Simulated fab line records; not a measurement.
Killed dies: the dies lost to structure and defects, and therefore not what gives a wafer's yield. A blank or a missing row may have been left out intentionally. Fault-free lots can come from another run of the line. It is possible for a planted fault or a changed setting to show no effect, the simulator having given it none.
fab line records	flow rit_cmos
record lots=14	wafers=42	last_day=8
route steps=202 shown ACTIVE@2 FOX2@24 NRETRO@59 PLDD@124 M1@202
lots with no fault: from the same line, run without faults
start_h: hours from the record's opening day to when the first of the lot's shown wafers began	wait_h: hours elapsed since this lot's preceding step	" identical to the entry in the row above	L1.1+2: one row covering several wafers at once	- no value, or no start given	* or withheld: withheld	< > ~ a bound
route shown NAME@n: NAME is a module with steps in the file, n the number in the route of the first one	usual: mean and standard deviation over wafers with no fault	same: alike in all rows	chamber/n: place in a boat	sites: per-site readings	_std_site: their standard deviation	_edge_site: mean of outer sites minus mean of inner sites	radius_mm: for every site, how far away it sits from the centre of the wafer	mask NAME#n: copy n	behind: tool/chamber where the wafer was last shaped	hold: the reason the lot was held/the length of the hold in hours/how it ended	device: the n, p or np transistor that did not switch	end of line: the same wafers' tests at the end of the route	a step without rows: its recipe alone	killed: dies that structure and defects cost at the first sort, which is not the same as the wafer's yield	map: the dies of a wafer, with x for killed, . for not killed, _ for no die there
set.NAME: the setting the step ran with; set.NAME@STEP: the setting that earlier step ran with	model.NAME: the simulator's own value behind a step, which no gauge read
the route's steps for a sample of lots (tables are steps, rows are wafers)
services: from which hour (start_h, from the record's first day; less than 0 if before it) a tool's chamber was out of use, for how many hours, and why
## steps
# step RIT_ACTIVE_OXIDATION_01
# recipe temp_c=1004	ambient=O2	target_thk_a=468	ox_time_s=3360
# usual ox_time_s=3360/0
lot.wafer	tool	chamber	start_h	wait_h	ox_time_s
L246.3	furnace-03	0	11.04	1.0	3360
L246.4	"	0	"	"	3360
L246.5	"	0	"	"	3360
L248.2	furnace-03	0	20.12	0.1	3360
L248.3	"	0	"	"	3360
L248.5	"	0	"	"	3360
L250.2	furnace-03	0	30.14	0.1	3360
L250.3	"	0	"	"	3360
L250.5	"	0	"	"	3360
L251.3	furnace-02	0	35.38	0.3	3360
L251.4	"	0	"	"	3360
L251.6	"	0	"	"	3360
L253.1	furnace-03	0	45.83	0.8	3360
L253.2	"	0	"	"	3360
L253.3	"	0	"	"	3360
L254.1	furnace-03	0	50.89	0.9	3360
L254.4	"	0	"	"	3360
L254.5	"	0	"	"	3360
L256.1	furnace-03	0	60.12	0.1	3360
L256.3	"	0	"	"	3360
L256.6	"	0	"	"	3360
L260.2	furnace-03	0	80.46	0.4	2688
L260.5	"	0	"	"	2688
L260.6	"	0	"	"	2688
L261.2	furnace-03	0	85.12	0.1	2688
L261.3	"	0	"	"	2688
L261.5	"	0	"	"	2688
L263.1	furnace-04	0	96.28	1.3	3360
L263.2	"	0	"	"	3360
L263.3	"	0	"	"	3360
L264.3	furnace-04	0	100.12	0.1	3360
L264.4	"	0	"	"	3360
L264.5	"	0	"	"	3360
L265.2	furnace-02	0	105.12	0.1	3360
L265.4	"	0	"	"	3360
L265.5	"	0	"	"	3360
L267.1	furnace-02	0	115.12	0.1	3360
L267.2	"	0	"	"	3360
L267.5	"	0	"	"	3360
L269.1	furnace-02	0	125.12	0.1	3360
L269.2	"	0	"	"	3360
L269.4	"	0	"	"	3360
# step RIT_ACTIVE_THK_MEAS_02
# recipe reads=SiO2_of_ACTIVE_OXIDATION_01
# usual ACTIVE_OXIDE_THK=48.6/1
lot.wafer	tool	chamber	start_h	wait_h	hold	ACTIVE_OXIDE_THK[nm]
L246.3	film_metro-04	-	13.00	0.0	-	50.6
L246.4	"	-	"	"	-	51.4
L246.5	"	-	"	"	-	51.8
L248.2	film_metro-01	-	22.06	0.0	-	49.3
L248.3	"	-	"	"	-	49.5
L248.5	"	-	"	"	-	49.8
L250.2	film_metro-01	-	32.09	0.0	-	49.5
L250.3	"	-	"	"	-	48.5
L250.5	"	-	"	"	-	49.3
L251.3	film_metro-04	-	37.34	0.0	-	49.1
L251.4	"	-	"	"	-	49.2
L251.6	"	-	"	"	-	49.3
L253.1	film_metro-03	-	47.76	0.0	-	49.6
L253.2	"	-	"	"	-	49.9
L253.3	"	-	"	"	-	49.4
L254.1	film_metro-03	-	52.82	0.0	-	48.4
L254.4	"	-	"	"	-	48.5
L254.5	"	-	"	"	-	47.7
L256.1	film_metro-01	-	62.05	0.0	-	48.5
L256.3	"	-	"	"	-	48.1
L256.6	"	-	"	"	-	49.3
L260.2	film_metro-01	-	82.41	0.0	await_dispo/0.2h/release	41.5
L260.5	"	-	"	"	await_dispo/0.2h/release	41.6
L260.6	"	-	"	"	await_dispo/0.2h/release	41.7
L260.2	film_metro-01	-	82.63	0.2	-	41.4
L260.5	"	-	"	"	-	41.7
L260.6	"	-	"	"	-	41.6
L261.2	film_metro-01	-	87.06	0.0	await_dispo/0.2h/release	42.0
L261.3	"	-	"	"	await_dispo/0.2h/release	41.8
L261.5	"	-	"	"	await_dispo/0.2h/release	41.2
L261.2	film_metro-01	-	87.29	0.2	-	42.0
L261.3	"	-	"	"	-	41.9
L261.5	"	-	"	"	-	41.2
L263.1	film_metro-04	-	98.21	0.0	-	48.8
L263.2	"	-	"	"	-	48.7
L263.3	"	-	"	"	-	48.7
L264.3	film_metro-01	-	102.07	0.0	-	49.5
L264.4	"	-	"	"	-	49.1
L264.5	"	-	"	"	-	49.9
L265.2	film_metro-01	-	107.06	0.0	-	48.1
L265.4	"	-	"	"	-	47.9
L265.5	"	-	"	"	-	48.4
L267.1	film_metro-03	-	117.05	0.0	-	49.6
L267.2	"	-	"	"	-	49.2
L267.5	"	-	"	"	-	49.3
L269.1	film_metro-04	-	127.05	0.0	-	49.1
L269.2	"	-	"	"	-	48.3
L269.4	"	-	"	"	-	49.0
# step RIT_FOX2_THK_MEAS_01
# recipe reads=SiO2_of_FOX2_OXIDATION_00
# usual FOX2_OXIDE_THK=348/5.5
lot.wafer	tool	chamber	start_h	wait_h	FOX2_OXIDE_THK[nm]
L246.3	film_metro-03	-	19.82	0.0	350
L246.4	"	-	"	"	350
L246.5	"	-	"	"	351
L248.2	film_metro-03	-	31.25	0.0	346
L248.3	"	-	"	"	350
L248.5	"	-	"	"	347
L250.2	film_metro-03	-	40.00	0.0	341
L250.3	"	-	"	"	343
L250.5	"	-	"	"	345
L251.3	film_metro-02	-	45.57	0.0	344
L251.4	"	-	"	"	341
L251.6	"	-	"	"	338
L253.1	film_metro-04	-	54.39	0.0	357
L253.2	"	-	"	"	356
L253.3	"	-	"	"	353
L254.1	film_metro-04	-	60.25	0.0	345
L254.4	"	-	"	"	344
L254.5	"	-	"	"	343
L256.1	film_metro-04	-	71.36	0.0	345
L256.3	"	-	"	"	337
L256.6	"	-	"	"	343
L260.2	film_metro-03	-	91.34	0.0	355
L260.5	"	-	"	"	355
L260.6	"	-	"	"	353
L261.2	film_metro-02	-	95.69	0.0	348
L261.3	"	-	"	"	357
L261.5	"	-	"	"	356
L263.1	film_metro-04	-	105.14	0.0	350
L263.2	"	-	"	"	354
L263.3	"	-	"	"	354
L264.3	film_metro-02	-	109.45	0.0	348
L264.4	"	-	"	"	346
L264.5	"	-	"	"	348
L265.2	film_metro-03	-	113.52	0.0	339
L265.4	"	-	"	"	345
L265.5	"	-	"	"	340
L267.1	film_metro-02	-	123.37	0.0	350
L267.2	"	-	"	"	359
L267.5	"	-	"	"	361
L269.1	film_metro-04	-	133.43	0.0	351
L269.2	"	-	"	"	346
L269.4	"	-	"	"	344
# step RIT_NRETRO_OVL_MEAS_06
# usual NRETRO_OVL=1.8/1.2
lot.wafer	tool	chamber	start_h	wait_h	NRETRO_OVL[nm]
L246.3	overlay-01	-	31.37	-	0.9
L246.4	"	-	"	"	1.1
L246.5	"	-	"	"	0.4
L248.2	overlay-02	-	41.88	-	0.8
L248.3	"	-	"	"	3.1
L248.5	"	-	"	"	3.5
L250.2	overlay-01	-	50.66	-	4.4
L250.3	"	-	"	"	2.2
L250.5	"	-	"	"	2.2
L251.3	overlay-01	-	55.93	-	1.2
L251.4	"	-	"	"	0.7
L251.6	"	-	"	"	1.1
L253.1	overlay-01	-	64.78	-	2.8
L253.2	"	-	"	"	1.6
L253.3	"	-	"	"	2.4
L254.1	overlay-02	-	70.49	-	1.8
L254.4	"	-	"	"	2.0
L254.5	"	-	"	"	2.7
L256.1	overlay-02	-	81.60	-	1.7
L256.3	"	-	"	"	-0.4
L256.6	"	-	"	"	2.2
L260.2	overlay-01	-	102.50	-	3.2
L260.5	"	-	"	"	4.8
L260.6	"	-	"	"	-0.7
L261.2	overlay-01	-	106.79	-	2.3
L261.3	"	-	"	"	1.4
L261.5	"	-	"	"	2.3
L263.1	overlay-01	-	115.47	-	3.5
L263.2	"	-	"	"	3.2
L263.3	"	-	"	"	3.2
L264.3	overlay-02	-	120.32	-	0.3
L264.4	"	-	"	"	2.1
L264.5	"	-	"	"	1.4
L265.2	overlay-01	-	125.03	-	4.3
L265.4	"	-	"	"	1.0
L265.5	"	-	"	"	2.1
L267.1	overlay-02	-	134.17	-	1.5
L267.2	"	-	"	"	3.3
L267.5	"	-	"	"	2.1
L269.1	overlay-01	-	144.28	-	-0.2
L269.2	"	-	"	"	1.3
L269.4	"	-	"	"	-0.7
# step RIT_PLDD_TW_MEAS_10
# usual PLDD_TW=2363/16
lot.wafer	tool	chamber	start_h	wait_h	PLDD_TW
L246.3	film_metro-01	-	46.83	0.1	2373
L246.4	"	-	"	"	2378
L246.5	"	-	"	"	2371
L248.2	film_metro-01	-	59.43	0.1	2391
L248.3	"	-	"	"	2381
L248.5	"	-	"	"	2371
L250.2	film_metro-01	-	68.88	0.1	2371
L250.3	"	-	"	"	2386
L250.5	"	-	"	"	2377
L251.3	film_metro-04	-	69.93	0.1	2363
L251.4	"	-	"	"	2362
L251.6	"	-	"	"	2369
L253.1	film_metro-01	-	78.17	0.1	2377
L253.2	"	-	"	"	2387
L253.3	"	-	"	"	2387
L254.1	film_metro-01	-	83.98	0.1	2386
L254.4	"	-	"	"	2373
L254.5	"	-	"	"	2377
L256.1	film_metro-04	-	94.79	0.1	2343
L256.3	"	-	"	"	2341
L256.6	"	-	"	"	2355
L260.2	film_metro-01	-	118.60	0.2	2369
L260.5	"	-	"	"	2376
L260.6	"	-	"	"	2371
L261.2	film_metro-04	-	124.65	0.1	2363
L261.3	"	-	"	"	2351
L261.5	"	-	"	"	2364
L263.1	film_metro-04	-	129.62	0.1	2347
L263.2	"	-	"	"	2347
L263.3	"	-	"	"	2358
L264.3	film_metro-01	-	134.00	0.1	2383
L264.4	"	-	"	"	2362
L264.5	"	-	"	"	2368
L265.2	film_metro-03	-	138.53	0.1	2352
L265.4	"	-	"	"	2362
L265.5	"	-	"	"	2362
L267.1	film_metro-04	-	148.83	0.1	2342
L267.2	"	-	"	"	2362
L267.5	"	-	"	"	2343
L269.1	film_metro-04	-	166.10	0.1	2350
L269.2	"	-	"	"	2358
L269.4	"	-	"	"	2359
# step RIT_M1_PROBE_99
# usual killed_at_M0_to_M3=0.0/0.16	killed_at_contacts=0.1/0.25	killed_at_front_end=7/3.2	killed_dies=7/3.2	killed_open=3.5/2.1	killed_short=3.5/2.1
# same gross_dies=264	killed_at_M4_up=0	killed_at_back_side=0	killed_at_other=0
lot.wafer	tool	chamber	start_h	wait_h	killed_at_M0_to_M3	killed_at_contacts	killed_at_front_end	killed_dies	killed_open	killed_short
L253.1	prober-01	-	91.97	0.1	0	0	14	14	6	8
L253.2	prober-01	-	92.02	0.1	0	0	7	7	2	5
L253.3	prober-01	-	92.07	0.2	0	0	4	4	3	1
L260.2	prober-01	-	134.12	0.1	0	0	4	4	1	3
L260.5	prober-01	-	134.27	0.2	0	0	5	5	3	2
L260.6	prober-01	-	134.32	0.2	0	0	7	7	2	5
L263.1	prober-02	-	142.86	0.1	0	0	13	13	7	6
L263.2	prober-02	-	142.91	0.1	1	1	5	7	3	4
L263.3	prober-02	-	142.96	0.2	0	0	12	12	6	6
# killed by level:class
L253.1 GATE:geometric_particle:open=6 GATE:geometric_particle:short=5 ACTIVE:geometric_particle:short=1 FOX1:geometric_particle:short=1 REOX:geometric_particle:short=1
L253.2 GATE:geometric_particle:short=3 GATE:geometric_particle:open=2 REOX:geometric_particle:short=1 SILICIDE:geometric_particle:short=1
L253.3 GATE:geometric_particle:open=2 GATE:geometric_particle:short=1 SILICIDE:geometric_particle:open=1
L260.2 FOX2:geometric_particle:short=2 FOX2:geometric_particle:open=1 GATE:geometric_particle:short=1
L260.5 FOX1:geometric_particle:short=2 GATE:geometric_particle:open=1 SPACER:geometric_particle:open=1 SILICIDE:geometric_particle:open=1
L260.6 SPACER:geometric_particle:short=3 GATE:geometric_particle:short=2 GATE:geometric_particle:open=1 SPACER:geometric_particle:open=1
L263.1 GATE:geometric_particle:short=4 SPACER:geometric_particle:open=3 FOX1:geometric_particle:open=2 FOX1:geometric_particle:short=1 FOX2:geometric_particle:open=1 GATE:geometric_particle:open=1 SPACER:geometric_particle:short=1
L263.2 GATE:geometric_particle:short=3 FOX1:geometric_particle:short=1 SPACER:geometric_particle:open=1 CONTACT:geometric_particle:open=1 M1:geometric_particle:open=1
L263.3 FOX1:geometric_particle:open=4 GATE:geometric_particle:short=2 FOX1:geometric_particle:short=1 FOX2:geometric_particle:open=1 FOX2:geometric_particle:short=1 REOX:geometric_particle:short=1 SPACER:geometric_particle:open=1 SPACER:geometric_particle:short=1
## services
tool	chamber	start_h	hours	kind
furnace-02	-	-12.95	26.1	pm
furnace-02	-	46.62	4.3	pm
furnace-02	-	93.25	4.3	pm
furnace-03	-	116.42	3.4	pm
## key
first_sign step=RIT_ACTIVE_OXIDATION_01	reading=ox_time_s	direction=down	sigmas=99+	usual=*	struck=*
effect step=RIT_ACTIVE_THK_MEAS_02	reading=visit	direction=added
effect step=RIT_ACTIVE_THK_MEAS_02	reading=ACTIVE_OXIDE_THK	direction=down	sigmas=6.9	usual=48.6	struck=41.6
met_at RIT_ACTIVE_OXIDATION_01
struck_lots L260,L261
rows_end L261.2,L261.3,L261.5
tester_left_out L260
loop_trim step=RIT_M1_EXPOSE_06	setting=dose	lots=L261
not_acting_at RIT_FOX2_THK_MEAS_01,RIT_NRETRO_OVL_MEAS_06,RIT_PLDD_TW_MEAS_10
onset_between 60.12 80.46
fault kind=process_parameter_drift	tool=furnace-03	chamber=-	onset_h=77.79	steps=RIT_ACTIVE_OXIDATION_01	channel=ox_time_s	offset=*	shape=step	end_h=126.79	acts_in=*	stated=*
# tester_left_out: of these lots the tester's yield and bins aren't shown, on N5 and GAA mostly nor the transistor test; their killed dies are dies lost to structure and defects alone, not to doping, threshold or leakage, so they don't give the yield
# rows_end: these wafers met a further fault down the route, and their rows from its step on are left out
# loop_trim: a control loop set the setting to another value than it would have without faults
